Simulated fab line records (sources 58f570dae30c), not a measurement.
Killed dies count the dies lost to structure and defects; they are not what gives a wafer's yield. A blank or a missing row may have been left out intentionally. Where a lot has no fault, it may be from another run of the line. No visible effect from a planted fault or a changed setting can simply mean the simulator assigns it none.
Which of the tools did it? / flow berkeley cmos170 / Sampling: 14 lots, 42 wafers, 5 of 331 route steps

== WHAT THE GAUGES READ, wafer by wafer ==
UCB170_NWELL_OVL_MEAS_12.
lot=L105; measured=day 2 11:15; on=overlay-02; NWELL_OVL (nm)=11 5 5
lot=L107; measured=day 3 00:05; on=overlay-02; NWELL_OVL (nm)=0 -1 11
lot=L109; measured=day 3 07:28; on=overlay-02; NWELL_OVL (nm)=-4 -2 -6
lot=L110; measured=day 3 07:42; on=overlay-02; NWELL_OVL (nm)=5 7 -3
lot=L111; measured=day 3 07:49; on=overlay-01; NWELL_OVL (nm)=0 6 5
lot=L112; measured=day 3 17:44; on=overlay-02; NWELL_OVL (nm)=8 11 -1
lot=L113; measured=day 3 20:45; on=overlay-01; NWELL_OVL (nm)=-2 7 -7
lot=L114; measured=day 4 04:26; on=overlay-02; NWELL_OVL (nm)=-3 -6 2
lot=L115; measured=day 4 08:28; on=overlay-02; NWELL_OVL (nm)=-5 -1 -1
lot=L116; measured=day 4 12:59; on=overlay-01; NWELL_OVL (nm)=-4 -8 -6
lot=L118; measured=day 4 23:06; on=overlay-01; NWELL_OVL (nm)=5 0 8
lot=L119; measured=day 5 06:14; on=overlay-02; NWELL_OVL (nm)=8 3 1
lot=L127; measured=day 6 19:47; on=overlay-01; NWELL_OVL (nm)=-6 3 0
lot=L128; measured=day 7 02:14; on=overlay-02; NWELL_OVL (nm)=10 7 -6

UCB170_FIELD_THK_MEAS_91.
lot=L105; measured=day 5 14:09; on=film metro-02; FIELD_OXIDE_LEFT_2_THK (nm)=342 354 338
lot=L107; measured=day 5 21:58; on=film metro-02; FIELD_OXIDE_LEFT_2_THK (nm)=334 329 332
lot=L109; measured=day 6 05:02; on=film metro-03; FIELD_OXIDE_LEFT_2_THK (nm)=345 348 343
lot=L110; measured=day 6 05:41; on=film metro-03; FIELD_OXIDE_LEFT_2_THK (nm)=344 345 353
lot=L111; measured=day 6 05:41; on=film metro-01; FIELD_OXIDE_LEFT_2_THK (nm)=354 357 345
lot=L112; measured=day 6 17:50; on=film metro-03; FIELD_OXIDE_LEFT_2_THK (nm)=350 360 341
lot=L113; measured=day 6 17:34; on=film metro-02; FIELD_OXIDE_LEFT_2_THK (nm)=360 361 356
lot=L114; measured=day 6 22:14; on=film metro-01; FIELD_OXIDE_LEFT_2_THK (nm)=364 369 356
lot=L115; measured=day 7 13:25; on=film metro-02; FIELD_OXIDE_LEFT_2_THK (nm)=354 352 350
lot=L116; measured=day 7 13:20; on=film metro-01; FIELD_OXIDE_LEFT_2_THK (nm)=367 362 354
lot=L118; measured=day 8 00:41; on=film metro-02; FIELD_OXIDE_LEFT_2_THK (nm)=359 367 353
lot=L119; measured=day 8 16:08; on=film metro-02; FIELD_OXIDE_LEFT_2_THK (nm)=362 362 377
lot=L127; measured=day 9 23:44; on=film metro-03; FIELD_OXIDE_LEFT_2_THK (nm)=353 359 355
lot=L128; measured=day 10 12:39; on=film metro-01; FIELD_OXIDE_LEFT_2_THK (nm)=346 347 345

UCB170_GATE_THK_MEAS_02.
lot=L105; measured=day 5 16:30; on=film metro-04; GATE_OXIDE_THK (nm)=6.93 6.94 6.89
lot=L107; measured=day 6 01:53; on=film metro-04; GATE_OXIDE_THK (nm)=6.88 6.80 6.80
lot=L109; measured=day 6 06:45; on=film metro-04; GATE_OXIDE_THK (nm)=6.64 6.57 6.64
lot=L110; measured=day 6 09:12; on=film metro-02; GATE_OXIDE_THK (nm)=6.66 6.71 6.74
lot=L111; measured=day 6 09:12; on=film metro-04; GATE_OXIDE_THK (nm)=6.93 6.91 6.98
lot=L112; measured=day 6 22:33; on=film metro-02; GATE_OXIDE_THK (nm)=6.55 6.77 6.61
lot=L113; measured=day 6 22:31; on=film metro-01; GATE_OXIDE_THK (nm)=6.78 6.65 6.68
lot=L114; measured=day 7 11:32; on=film metro-04; GATE_OXIDE_THK (nm)=10.76 10.80 10.51
lot=L115; measured=day 7 18:18; on=film metro-01; GATE_OXIDE_THK (nm)=6.48 6.47 6.47
lot=L116; measured=day 7 20:25; on=film metro-02; GATE_OXIDE_THK (nm)=11.24 11.40 11.30
lot=L118; measured=day 8 04:19; on=film metro-04; GATE_OXIDE_THK (nm)=6.72 6.60 6.67
lot=L119; measured=day 8 20:56; on=film metro-02; GATE_OXIDE_THK (nm)=6.93 6.79 6.73
lot=L127; measured=day 10 03:55; on=film metro-04; GATE_OXIDE_THK (nm)=6.48 6.59 6.67
lot=L128; measured=day 10 16:18; on=film metro-01; GATE_OXIDE_THK (nm)=6.58 6.63 6.80

== TOOL THAT RAN EACH LOT (tool first, then ch and the chambers of the sampled wafers, then the start) ==
lot=L105; UCB170_NVT_STRIP_08=plasma asher-02 ch 0,1, day 5 11:49; UCB170_GATE_OXIDATION_01=furnace-04 ch 0, day 5 15:00
lot=L107; UCB170_NVT_STRIP_08=plasma asher-02 ch 0,1, day 5 18:40; UCB170_GATE_OXIDATION_01=furnace-04 ch 0, day 6 00:23
lot=L109; UCB170_NVT_STRIP_08=plasma asher-01 ch 0,1, day 6 02:02; UCB170_GATE_OXIDATION_01=furnace-02 ch 0, day 6 05:14
lot=L110; UCB170_NVT_STRIP_08=plasma asher-04 ch 0, day 6 02:22; UCB170_GATE_OXIDATION_01=furnace-04 ch 0, day 6 07:42
lot=L111; UCB170_NVT_STRIP_08=plasma asher-02 ch 0,1, day 6 02:08; UCB170_GATE_OXIDATION_01=furnace-04 ch 0, day 6 07:42
lot=L112; UCB170_NVT_STRIP_08=plasma asher-02 ch 0,1, day 6 15:20; UCB170_GATE_OXIDATION_01=furnace-02 ch 0, day 6 21:01
lot=L113; UCB170_NVT_STRIP_08=plasma asher-01 ch 0,1, day 6 15:05; UCB170_GATE_OXIDATION_01=furnace-02 ch 0, day 6 21:01
lot=L114; UCB170_NVT_STRIP_08=plasma asher-01 ch 0,1, day 6 20:17; UCB170_GATE_OXIDATION_01=furnace-03 ch 0, day 7 03:46
lot=L115; UCB170_NVT_STRIP_08=plasma asher-02 ch 0,1, day 7 11:25; UCB170_GATE_OXIDATION_01=furnace-03 ch 0, day 7 16:48
lot=L116; UCB170_NVT_STRIP_08=plasma asher-01 ch 1, day 7 11:13; UCB170_GATE_OXIDATION_01=furnace-03 ch 0, day 7 16:48 and furnace-02 ch 0, day 7 18:55
lot=L118; UCB170_NVT_STRIP_08=plasma asher-01 ch 0,1, day 7 22:55; UCB170_GATE_OXIDATION_01=furnace-03 ch 0, day 8 02:49
lot=L119; UCB170_NVT_STRIP_08=plasma asher-01 ch 0,1, day 8 13:50; UCB170_GATE_OXIDATION_01=furnace-02 ch 0, day 8 19:25
lot=L127; UCB170_NVT_STRIP_08=plasma asher-02 ch 0,1, day 9 22:01; UCB170_GATE_OXIDATION_01=furnace-02 ch 0, day 10 02:25
lot=L128; UCB170_NVT_STRIP_08=plasma asher-01 ch 0,1, day 10 10:04; UCB170_GATE_OXIDATION_01=furnace-02 ch 0, day 10 14:47
- UCB170_NVT_STRIP_08: strips in O2.
- UCB170_GATE_OXIDATION_01: target thk 6.6 nm, ox time 1800 s.

== AS READ BY THE TOOLS THEMSELVES (means over the sampled wafers that have a number; for cases with no such wafer, the mark the record gives instead) ==
UCB170_NVT_STRIP_08.
lot=L105; tool=plasma asher-02; drypump motor current A (A)=5.5; oes product au (a.u.)=0.736; strip time to endpoint s (s)=21.61
lot=L107; tool=plasma asher-02; drypump motor current A (A)=5.5; oes product au (a.u.)=0.729; strip time to endpoint s (s)=21.68
lot=L109; tool=plasma asher-01; drypump motor current A (A)=5.6; oes product au (a.u.)=0.735; strip time to endpoint s (s)=21.72
lot=L110; tool=plasma asher-04; drypump motor current A (A)=5.3; oes product au (a.u.)=0.735; strip time to endpoint s (s)=21.63
lot=L111; tool=plasma asher-02; drypump motor current A (A)=5.5; oes product au (a.u.)=0.735; strip time to endpoint s (s)=21.73
lot=L112; tool=plasma asher-02; drypump motor current A (A)=5.5; oes product au (a.u.)=0.738; strip time to endpoint s (s)=21.65
lot=L113; tool=plasma asher-01; drypump motor current A (A)=5.7; oes product au (a.u.)=0.734; strip time to endpoint s (s)=21.72
lot=L114; tool=plasma asher-01; drypump motor current A (A)=5.6; oes product au (a.u.)=0.733; strip time to endpoint s (s)=21.70
lot=L115; tool=plasma asher-02; drypump motor current A (A)=5.5; oes product au (a.u.)=0.729; strip time to endpoint s (s)=21.71
lot=L116; tool=plasma asher-01; drypump motor current A (A)=5.6; oes product au (a.u.)=0.734; strip time to endpoint s (s)=21.63
lot=L118; tool=plasma asher-01; drypump motor current A (A)=5.7; oes product au (a.u.)=0.735; strip time to endpoint s (s)=21.66
lot=L119; tool=plasma asher-01; drypump motor current A (A)=5.6; oes product au (a.u.)=0.732; strip time to endpoint s (s)=21.66
lot=L127; tool=plasma asher-02; drypump motor current A (A)=5.4; oes product au (a.u.)=0.731; strip time to endpoint s (s)=21.61
lot=L128; tool=plasma asher-01; drypump motor current A (A)=5.7; oes product au (a.u.)=0.734; strip time to endpoint s (s)=21.69

UCB170_GATE_OXIDATION_01.
lot=L105; tool=furnace-04; tube center temp C (C)=850.06
lot=L107; tool=furnace-04; tube center temp C (C)=849.96
lot=L109; tool=furnace-02; tube center temp C (C)=849.99
lot=L110; tool=furnace-04; tube center temp C (C)=849.94
lot=L111; tool=furnace-04; tube center temp C (C)=849.94
lot=L112; tool=furnace-02; tube center temp C (C)=849.98
lot=L113; tool=furnace-02; tube center temp C (C)=849.91
lot=L114; tool=furnace-03; tube center temp C (C)=849.96
lot=L115; tool=furnace-03; tube center temp C (C)=850.05
lot=L116; tool=furnace-03/furnace-02; tube center temp C (C)=849.99
lot=L118; tool=furnace-03; tube center temp C (C)=850.01
lot=L119; tool=furnace-02; tube center temp C (C)=849.96
lot=L127; tool=furnace-02; tube center temp C (C)=849.96
lot=L128; tool=furnace-02; tube center temp C (C)=849.97

== THE ANSWER, worked out from the rows above alone ==
Rule: usual is defined by the lots themselves. Put in order of their means at a reading, lots are off if they are a third of the lots or fewer, leave a main group of 4 or more, and stand apart from it by a gap of 3 or more times the standard deviation of the main group's means; of several such gaps the widest counts. If all means in a main group match to the digits the tables above print for the reading, that group is not used. A lot without any number at a reading at which 4 lots or more have one is off too. Where the step has rows for the other lots, those lots are counted as sound. First the gauges in route order, then the tools' own readings, where a lot's mean is used as printed above. At the first step where some lot is off, the reading lying furthest off is the one used; lots without a number count as furthest.
Off: at UCB170_GATE_THK_MEAS_02 (GATE_OXIDE_THK), L114, L116. Mean 6.71 nm and standard deviation 0.13 in the main group.
If a tool, at a process step before that reading, ran all the lots that are off and no sound lot after the first of them, it fits. Those tools and the gauges at UCB170_GATE_THK_MEAS_02 are tried in the same way. None of those tried fits.

== WHAT THE SIMULATOR PUT IN ==
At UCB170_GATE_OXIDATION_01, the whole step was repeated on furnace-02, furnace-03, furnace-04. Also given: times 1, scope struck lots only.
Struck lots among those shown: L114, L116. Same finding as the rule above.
